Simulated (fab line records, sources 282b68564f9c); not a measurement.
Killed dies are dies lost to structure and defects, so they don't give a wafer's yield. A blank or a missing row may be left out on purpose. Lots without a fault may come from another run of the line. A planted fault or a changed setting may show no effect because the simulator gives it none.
fab line records | flow rit_cmos
record lots=5 wafers=15 last_day=7
route steps=202 shown ACTIVE@1 FOX1@20 FOX2@23 NWELL@28 M1@202
lots that met no fault: from a run of the same line without faults
start_h: hours from the record's first day to the start of the lot's first wafer shown | wait_h: hours since the lot's step before | " the same as in the row above | L1.1+2: a row that stands for several wafers | - no value, or no start given | * or withheld: withheld | < > ~ a bound
route shown NAME@n: a module of which the file shows steps, and the number in the route of the first | usual: mean/standard deviation of fault-free wafers | same: alike in all rows | chamber/n: place in a boat | sites: the reading at each site | _std_site: their standard deviation | _edge_site: outer sites' mean less inner sites' | radius_mm: how far each site lies from the wafer's centre | mask NAME#n: copy n | behind: the tool/chamber that last shaped the wafer | hold: why the lot was held/for how many hours/how that ended | device: the transistor (n, p or np) that didn't switch | end of line: the same wafers' tests at the end of the route | a step without rows: its recipe alone | killed: dies lost to structure and defects at the first sort, not the wafer's yield | map: a wafer's dies, x killed, . not, _ none there
set.NAME: the setting as run; set.NAME@STEP: as run at that earlier step | model.NAME: the simulator's own value behind a step, which no gauge read
lots at some steps of the route; a table a step, a row a wafer
services: from which hour (start_h, from the record's first day; less than 0 if before it) a tool's chamber was out of use, for how many hours, and why
## steps
# step RIT_ACTIVE_BOW_MEAS_00
# recipe mode=bow
# usual INCOMING_BOW=0/7
# columns lot.wafer tool chamber start_h wait_h INCOMING_BOW[um]
L455.1 film_metro-02 - 25.00 - 2
L455.3 " - " " 0
L455.6 " - " " -5
L456.3 film_metro-03 - 30.04 - 5
L456.5 " - " " 13
L456.6 " - " " 1
L463.3 film_metro-03 - 65.04 - 3
L463.5 " - " " 6
L463.6 " - " " 4
L472.1 film_metro-03 - 110.00 - -4
L472.3 " - " " 13
L472.6 " - " " 1
L475.1 film_metro-03 - 125.00 - 4
L475.3 " - " " -5
L475.4 " - " " 8
# step RIT_ACTIVE_OXIDATION_01
# recipe temp_c=1000 ambient=O2 target_thk_a=468 ox_time_s=3360
# usual spike_tc_source_C=1024.9/2.7 tube_center_temp_C=999.99/0.09 zone_power_centre_pct=46.7/2.7
# columns lot.wafer tool chamber start_h wait_h spike_tc_source_C tube_center_temp_C zone_power_centre_pct
L455.1 furnace-04 0 25.12 0.1 1021.9 1000 44.9
L455.3 " 0 " " 1021.8 1000.1 45.5
L455.6 " 0 " " 1023.2 999.96 45.3
L456.3 furnace-04 0 30.12 0.1 1020.3 999.87 44.8
L456.5 " 0 " " 1022.2 1000.1 45.5
L456.6 " 0 " " 1025.4 1000.1 44.5
L463.3 furnace-04 0 65.12 0.1 1022.9 1000.1 45.4
L463.5 " 0 " " 1021.3 999.85 45.3
L463.6 " 0 " " 1021.9 999.96 45.3
L472.1 furnace-01 0 110.95 0.9 1026.6 1000.1 50.8
L472.3 " 0 " " 1027.2 1000.1 50.0
L472.6 " 0 " " 1026.6 999.96 50.0
L475.1 furnace-03 0 125.69 0.7 1027.1 1000 44.0
L475.3 " 0 " " 1027.4 1000 43.5
L475.4 " 0 " " 1027.0 1000 43.9
# step RIT_ACTIVE_THK_MEAS_02
# recipe reads=SiO2_of_ACTIVE_OXIDATION_01
# usual ACTIVE_OXIDE_THK=46.6/0.76
# columns lot.wafer tool chamber start_h wait_h ACTIVE_OXIDE_THK[nm]
L455.1 film_metro-01 - 27.05 0.0 46.4
L455.3 " - " " 47.4
L455.6 " - " " 46.8
L456.3 film_metro-03 - 32.07 0.0 46.9
L456.5 " - " " 46.9
L456.6 " - " " 47.7
L463.3 film_metro-02 - 67.07 0.0 45.4
L463.5 " - " " 44.8
L463.6 " - " " 45.5
L472.1 film_metro-03 - 112.88 0.0 46.2
L472.3 " - " " 45.4
L472.6 " - " " 46.6
L475.1 film_metro-01 - 127.62 0.0 46.5
L475.3 " - " " 47.0
L475.4 " - " " 46.7
# step RIT_ACTIVE_CVD_03
# recipe material=Si3N4 target_thk_nm=150 temp_c=810 precursor=SiH2Cl2/NH3 time_s=1500 pressure_mtorr=300 sih2cl2_flow_sccm=60 nh3_flow_sccm=150
# step RIT_ACTIVE_THK_MEAS_04
# recipe reads=Si3N4_of_ACTIVE_CVD_03
# usual ACTIVE_NITRIDE_THK=149.9/1.5
# columns lot.wafer tool chamber start_h wait_h ACTIVE_NITRIDE_THK[nm]
L455.1 film_metro-01 - 28.53 0.0 148.5
L455.3 " - " " 148.4
L455.6 " - " " 148.3
L456.3 film_metro-03 - 33.55 0.0 149.3
L456.5 " - " " 150.0
L456.6 " - " " 150.4
L463.3 film_metro-01 - 68.55 0.0 151.7
L463.5 " - " " 151.4
L463.6 " - " " 151.1
L472.1 film_metro-03 - 114.36 0.0 151.6
L472.3 " - " " 153.2
L472.6 " - " " 151.8
L475.1 film_metro-03 - 129.81 0.0 148.0
L475.3 " - " " 148.7
L475.4 " - " " 149.2
# step RIT_ACTIVE_HMDS_05
# recipe prime_time_s=60 prime_temp_c=140
# step RIT_ACTIVE_COAT_06
# recipe resist=NOVOLAK spin_rpm=3250 resist_thk_nm=1000
# step RIT_ACTIVE_SOFTBAKE_07
# recipe resist=NOVOLAK temp_c=90 time_s=60
# step RIT_ACTIVE_EXPOSE_08
# recipe mask_id=M1 na=0.6 source_shape=conventional sigma_outer=0.6 target_cd_nm=1400 dose_mj=225
# step RIT_ACTIVE_PEB_09
# recipe resist=NOVOLAK temp_c=withheld time_s=withheld
# step RIT_ACTIVE_DEVELOP_10
# recipe resist=NOVOLAK develop_time_s=50 dev_temp_c=23
# step RIT_ACTIVE_CD_MEAS_11
# recipe target_cd_nm=1400
# usual cd_nm=1401.2/2.2
# columns lot.wafer tool chamber start_h wait_h cd_nm
L455.1 cd_sem-01 - 29.56 - 1399.7
L455.3 " - " " 1398.5
L455.6 " - " " 1399.7
L456.3 cd_sem-02 - 34.48 - 1399.9
L456.5 " - " " 1400.3
L456.6 " - " " 1398.7
L463.3 cd_sem-02 - 69.60 - 1400.3
L463.5 " - " " 1401.1
L463.6 " - " " 1402.1
L472.1 cd_sem-01 - 115.27 - 1397.3
L472.3 " - " " 1399.5
L472.6 " - " " 1400.3
L475.1 cd_sem-01 - 130.74 - 1404.1
L475.3 " - " " 1404.5
L475.4 " - " " 1403.3
# step RIT_ACTIVE_HARDBAKE_12
# recipe resist=NOVOLAK temp_c=140 time_s=60
# step RIT_ACTIVE_ETCH_13
# recipe stop_on=SiO2 chemistry=SF6 target=Si3N4 time_s=210 over_etch_frac=0.4 SF6_flow_sccm=200 pressure_mtorr=260 rf_w=125 target_depth_a=2100
# usual SF6_flow_sccm=200.0/0.69 drypump_motor_current_A=5.6/0.55 oes_product_au=0.823/0.014 throttle_valve_pct=7.46/0.11
# same time_s=210
# columns lot.wafer tool chamber start_h wait_h SF6_flow_sccm drypump_motor_current_A oes_product_au rf_hours_counter_h throttle_valve_pct
L455.1 rie_diel-02 1 29.83 0.1 198.3 5.8 0.801 52 7.55
L455.3 " 3 " " 199.8 6.0 0.841 94 7.63
L455.6 " 0 " " 200.1 5.2 0.838 - 7.34
L456.3 rie_diel-04 3 34.71 0.1 200.2 5.9 0.826 35 7.49
L456.5 " 2 " " 200.7 6.5 0.823 - 7.46
L456.6 " 1 " " 199.8 4.8 0.821 - 7.38
L463.3 rie_diel-04 0 69.83 0.1 199.6 5.7 0.818 40 7.52
L463.5 " 2 " " 200.5 6.5 0.824 - 7.44
L463.6 " 1 " " 199.7 4.8 0.828 - 7.37
L472.1 rie_diel-02 2 115.54 0.1 200.7 5.0 0.821 99 7.34
L472.3 " 3 " " 200.3 6.0 0.861 95 7.61
L472.6 " 3 " " 199.3 5.9 0.844 - 7.62
L475.1 rie_diel-04 2 131.01 0.1 200.6 6.5 0.809 1 7.44
L475.3 " 1 " " 199.7 4.8 0.825 135 7.36
L475.4 " 3 " " 200.3 5.9 0.823 37 7.51
# step RIT_ACTIVE_STRIP_14
# recipe chemistry=O2 time_s=180 resist=NOVOLAK platen_temp_c=withheld power_w=500 pressure_mtorr=4000 o2_flow_sccm=4000
# usual drypump_motor_current_A=5.5/0.57
# same time_s=180
# columns lot.wafer tool chamber start_h wait_h drypump_motor_current_A rf_hours_counter_h
L455.1 plasma_asher-03 0 30.05 0.1 5.8 43
L455.3 " 0 " " 5.8 -
L455.6 " 0 " " 5.8 -
L456.3 plasma_asher-03 1 34.90 0.1 5.4 -
L456.5 " 0 " " 5.8 -
L456.6 " 1 " " 5.4 -
L463.3 plasma_asher-03 1 70.03 0.1 5.4 -
L463.5 " 1 " " 5.5 -
L463.6 " 0 " " 5.8 -
L472.1 plasma_asher-02 0 115.67 0.1 6.5 29
L472.3 " 1 " " 4.9 -
L472.6 " 1 " " 5.0 -
L475.1 plasma_asher-02 0 131.14 0.1 6.5 31
L475.3 " 0 " " 6.5 -
L475.4 " 1 " " 4.9 -
# step RIT_ACTIVE_CD_MEAS_90
# recipe target_cd_nm=1400
# usual cd_nm=1401.2/2.2
# columns lot.wafer tool chamber start_h wait_h cd_nm
L455.1 cd_sem-01 - 30.23 0.1 1399.8
L455.3 " - " " 1398.4
L455.6 " - " " 1400.0
L456.3 cd_sem-01 - 35.06 0.1 1399.5
L456.5 " - " " 1400.1
L456.6 " - " " 1398.3
L463.3 cd_sem-02 - 70.18 0.1 1400.5
L463.5 " - " " 1400.7
L463.6 " - " " 1402.3
L472.1 cd_sem-02 - 115.84 0.1 1397.2
L472.3 " - " " 1399.9
L472.6 " - " " 1400.0
L475.1 cd_sem-02 - 131.31 0.1 1404.1
L475.3 " - " " 1404.6
L475.4 " - " " 1403.2
# step RIT_ACTIVE_CLEAN_15
# recipe chemistry=SC1 mix=3:3:50 time_s=600 temp_c=75
# step RIT_ACTIVE_CLEAN_16
# recipe chemistry=dHF dilution=50:1 time_s=30
# step RIT_ACTIVE_CLEAN_17
# recipe chemistry=SC2 mix=3:3:50 time_s=600 temp_c=75 dry=n2_spin
# step RIT_FOX1_OXIDATION_00
# recipe temp_c=1100 ambient=H2O target_thk_a=3507 p_h2o_torr=720 ox_time_s=1130
# step RIT_FOX1_THK_MEAS_01
# recipe reads=SiO2_of_FOX1_OXIDATION_00
# usual FOX1_OXIDE_THK=353/6.8
# columns lot.wafer tool chamber start_h wait_h FOX1_OXIDE_THK[nm]
L455.1 film_metro-03 - 33.28 0.0 348
L455.3 " - " " 348
L455.6 " - " " 351
L456.3 film_metro-04 - 38.77 0.0 363
L456.5 " - " " 360
L456.6 " - " " 357
L463.3 film_metro-02 - 74.78 0.0 351
L463.5 " - " " 346
L463.6 " - " " 353
L472.1 film_metro-03 - 117.65 0.0 362
L472.3 " - " " 357
L472.6 " - " " 357
L475.1 film_metro-02 - 133.12 0.0 351
L475.3 " - " " 345
L475.4 " - " " 342
# step RIT_FOX1_WET_ETCH_02
# recipe chemistry=BOE target_depth_nm=350 time_s=390 temp_c=21.5 dry=n2_spin dilution=10:1 target=SiO2
# step RIT_FOX2_OXIDATION_00
# recipe temp_c=1100 ambient=H2O target_thk_a=3507 p_h2o_torr=720 ox_time_s=1130
# step RIT_FOX2_THK_MEAS_01
# recipe reads=SiO2_of_FOX2_OXIDATION_00
# usual FOX2_OXIDE_THK=351/6.5
# columns lot.wafer tool chamber start_h wait_h FOX2_OXIDE_THK[nm]
L455.1 film_metro-04 - 34.77 0.0 351
L455.3 " - " " 349
L455.6 " - " " 352
L456.3 film_metro-04 - 40.27 0.0 346
L456.5 " - " " 347
L456.6 " - " " 347
L463.3 film_metro-04 - 77.17 0.0 339
L463.5 " - " " 352
L463.6 " - " " 340
L472.1 film_metro-04 - 119.14 0.0 351
L472.3 " - " " 351
L472.6 " - " " 355
L475.1 film_metro-04 - 134.61 0.0 342
L475.3 " - " " 340
L475.4 " - " " 335
# step RIT_FOX2_CLEAN_02
# recipe chemistry=dHF dilution=50:1 time_s=180
# step RIT_FOX2_WET_ETCH_03
# recipe chemistry=H3PO4 target=Si3N4 target_depth_nm=195 temp_c=165 time_s=2700
# step RIT_FOX2_THK_MEAS_90
# recipe reads=SiO2_of_FOX2_OXIDATION_00
# usual FIELD_OXIDE_LEFT_1_THK=324/6.5
# columns lot.wafer tool chamber start_h wait_h FIELD_OXIDE_LEFT_1_THK[nm]
L455.1 film_metro-04 - 35.65 0.0 324
L455.3 " - " " 322
L455.6 " - " " 325
L456.3 film_metro-04 - 41.22 0.0 319
L456.5 " - " " 319
L456.6 " - " " 319
L463.3 film_metro-01 - 78.05 0.0 311
L463.5 " - " " 324
L463.6 " - " " 312
L472.1 film_metro-01 - 120.02 0.0 324
L472.3 " - " " 324
L472.6 " - " " 327
L475.1 film_metro-01 - 135.48 0.0 315
L475.3 " - " " 314
L475.4 " - " " 308
# step RIT_NWELL_HMDS_00
# recipe prime_time_s=60 prime_temp_c=140
# step RIT_NWELL_COAT_01
# recipe resist=NOVOLAK spin_rpm=2000 resist_thk_nm=1300
# step RIT_NWELL_SOFTBAKE_02
# recipe resist=NOVOLAK temp_c=90 time_s=60
# step RIT_NWELL_EXPOSE_03
# recipe mask_id=M2 na=0.57 target_cd_nm=43900 dose_mj=250
# step RIT_M1_PROBE_99
# usual killed_at_contacts=0.0/0.22 killed_at_front_end=6.6/3 killed_dies=6.6/3 killed_open=3.4/2 killed_short=3.2/2
# same gross_dies=264 killed_at_M0_to_M3=0 killed_at_M4_up=0 killed_at_back_side=0 killed_at_other=0
# columns lot.wafer tool chamber start_h wait_h hold killed_at_contacts killed_at_front_end killed_dies killed_open killed_short
L455.1 prober-02 - 78.70 0.1 - 0 7 7 3 4
L455.3 prober-02 - 78.80 0.2 - 0 5 5 5 0
L455.6 prober-02 - 78.95 0.2 - 0 4 4 3 1
L456.3 prober-01 - 83.30 0.2 - 0 11 11 7 4
L456.5 prober-01 - 83.40 0.2 - 0 6 6 3 3
L456.6 prober-01 - 83.45 0.2 - 0 8 8 3 5
L463.3 prober-02 - 117.81 0.2 await_dispo/2.4h/release 0 16 16 3 2
L463.5 prober-02 - 117.91 0.2 await_dispo/2.4h/release 0 17 17 5 3
L463.6 prober-02 - 117.96 0.2 await_dispo/2.4h/release 0 23 23 7 7
L472.1 prober-02 - 158.64 0.1 - 0 10 10 6 4
L472.3 prober-02 - 158.74 0.2 - 0 6 6 3 3
L472.6 prober-02 - 158.89 0.2 - 0 8 8 5 3
L475.1 prober-01 - 177.28 0.1 - 0 7 7 1 6
L475.3 prober-01 - 177.38 0.2 - 1 10 11 5 6
L475.4 prober-01 - 177.43 0.2 - 0 6 6 3 3
# killed by level:class
L455.1 FOX2:geometric_particle:short=2 GATE:geometric_particle:open=2 REOX:geometric_particle:short=2 FOX2:geometric_particle:open=1
L455.3 GATE:geometric_particle:open=2 FOX2:geometric_particle:open=1 SPACER:geometric_particle:open=1 SILICIDE:geometric_particle:open=1
L455.6 FOX1:geometric_particle:open=1 GATE:geometric_particle:short=1 SPACER:geometric_particle:open=1 SILICIDE:geometric_particle:open=1
L456.3 FOX2:geometric_particle:open=2 FOX2:geometric_particle:short=2 REOX:geometric_particle:open=2 ACTIVE:geometric_particle:open=1 GATE:geometric_particle:open=1 GATE:geometric_particle:short=1 SPACER:geometric_particle:open=1 SILICIDE:geometric_particle:short=1
L456.5 SPACER:geometric_particle:open=2 REOX:geometric_particle:short=1 SPACER:geometric_particle:short=1 SILICIDE:geometric_particle:short=1 SILICIDE:geometric_particle:open=1
L456.6 SILICIDE:geometric_particle:short=2 FOX1:geometric_particle:open=1 FOX2:geometric_particle:short=1 GATE:geometric_particle:short=1 GATE:geometric_particle:open=1 REOX:geometric_particle:short=1 REOX:geometric_particle:open=1
L463.3 ACTIVE:unspecified=11 GATE:geometric_particle:open=2 FOX1:geometric_particle:short=1 GATE:geometric_particle:short=1 SPACER:geometric_particle:open=1
L463.5 ACTIVE:unspecified=9 GATE:geometric_particle:open=2 SILICIDE:geometric_particle:open=2 ACTIVE:geometric_particle:short=1 REOX:geometric_particle:open=1 REOX:geometric_particle:short=1 SILICIDE:geometric_particle:short=1
L463.6 ACTIVE:unspecified=9 GATE:geometric_particle:short=4 SILICIDE:geometric_particle:open=3 REOX:geometric_particle:short=2 FOX1:geometric_particle:open=1 FOX2:geometric_particle:open=1 FOX2:geometric_particle:short=1 GATE:geometric_particle:open=1
L472.1 GATE:geometric_particle:open=2 SILICIDE:geometric_particle:open=2 FOX1:geometric_particle:short=1 FOX2:geometric_particle:short=1 GATE:geometric_particle:short=1 REOX:geometric_particle:open=1 SPACER:geometric_particle:open=1 SILICIDE:geometric_particle:short=1
L472.3 FOX1:geometric_particle:short=2 FOX2:geometric_particle:short=1 GATE:geometric_particle:open=1 REOX:geometric_particle:open=1 SILICIDE:geometric_particle:open=1
L472.6 GATE:geometric_particle:open=2 FOX1:geometric_particle:open=1 FOX2:geometric_particle:short=1 GATE:geometric_particle:short=1 SPACER:geometric_particle:open=1 SILICIDE:geometric_particle:open=1 SILICIDE:geometric_particle:short=1
L475.1 FOX2:geometric_particle:short=3 FOX1:geometric_particle:short=1 FOX2:geometric_particle:open=1 GATE:geometric_particle:short=1 REOX:geometric_particle:short=1
L475.3 FOX1:geometric_particle:short=3 GATE:geometric_particle:open=2 SILICIDE:geometric_particle:open=2 FOX1:geometric_particle:open=1 SILICIDE:geometric_particle:short=1 GATE:geometric_particle:short=1 CONTACT:geometric_particle:short=1
L475.4 GATE:geometric_particle:open=2 FOX2:geometric_particle:short=1 GATE:geometric_particle:short=1 REOX:geometric_particle:short=1 REOX:geometric_particle:open=1
# map L463.6 (x killed, . not)
________......._______
_____....x........____
____.........x.....___
___..x............xx__
__x..x..............._
__..........x........_
_............x..x.....
_........x........x...
_.....................
_x....................
__x........x..x.....x_
__................x.._
___........x.x......__
____......x....x...___
_____......x......____
________......._______
# map L455.1 (x killed, . not)
________......._______
_____.............____
____...x........x..___
___.................__
__..................._
__..................._
_.....................
_.....x...............
_...................x.
_.......x.............
__..................x_
__..................._
___.................__
____.x.............___
_____.............____
________......._______
## services
# columns tool chamber start_h hours kind
rie_diel-04 2 8.36 - clean
rie_diel-04 2 8.36 23.7 scheduled_down
rie_diel-04 2 8.36 23.7 vent_cycle
furnace-01 - 25.08 3.3 pm
plasma_asher-03 - 27.69 0.9 repair
furnace-04 - 40.93 3.0 pm
rie_diel-04 1 54.60 8.1 repair
furnace-01 - 56.75 3.3 pm
rie_diel-02 3 60.54 7.6 repair
rie_diel-04 2 71.74 8.0 repair
rie_diel-04 2 81.53 3.8 repair
rie_diel-04 2 94.22 3.2 repair
## key
first_sign step=RIT_M1_PROBE_99 reading=killed_at_front_end direction=up sigmas=4.1 usual=6.6 struck=18.7
effect step=RIT_M1_PROBE_99 reading=killed_dies direction=up sigmas=4 usual=6.6 struck=18.7
met_at RIT_ACTIVE_OXIDATION_01
struck_wafers L463.3,L463.5,L463.6
tester_left_out L463
onset_between 30.12 65.12
also_fits RIT_ACTIVE_STRIP_14:plasma_asher-03
fault kind=chamber_particle_source tool=furnace-04 chamber=0 onset_h=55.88 steps=RIT_ACTIVE_OXIDATION_01 rate_per_visit_cm2=0.057899 end_h=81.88
# tester_left_out: of these lots the tester's yield and bins aren't shown, on N5 and GAA mostly nor the transistor test; their killed dies are dies lost to structure and defects alone, not to doping, threshold or leakage, so they don't give the yield
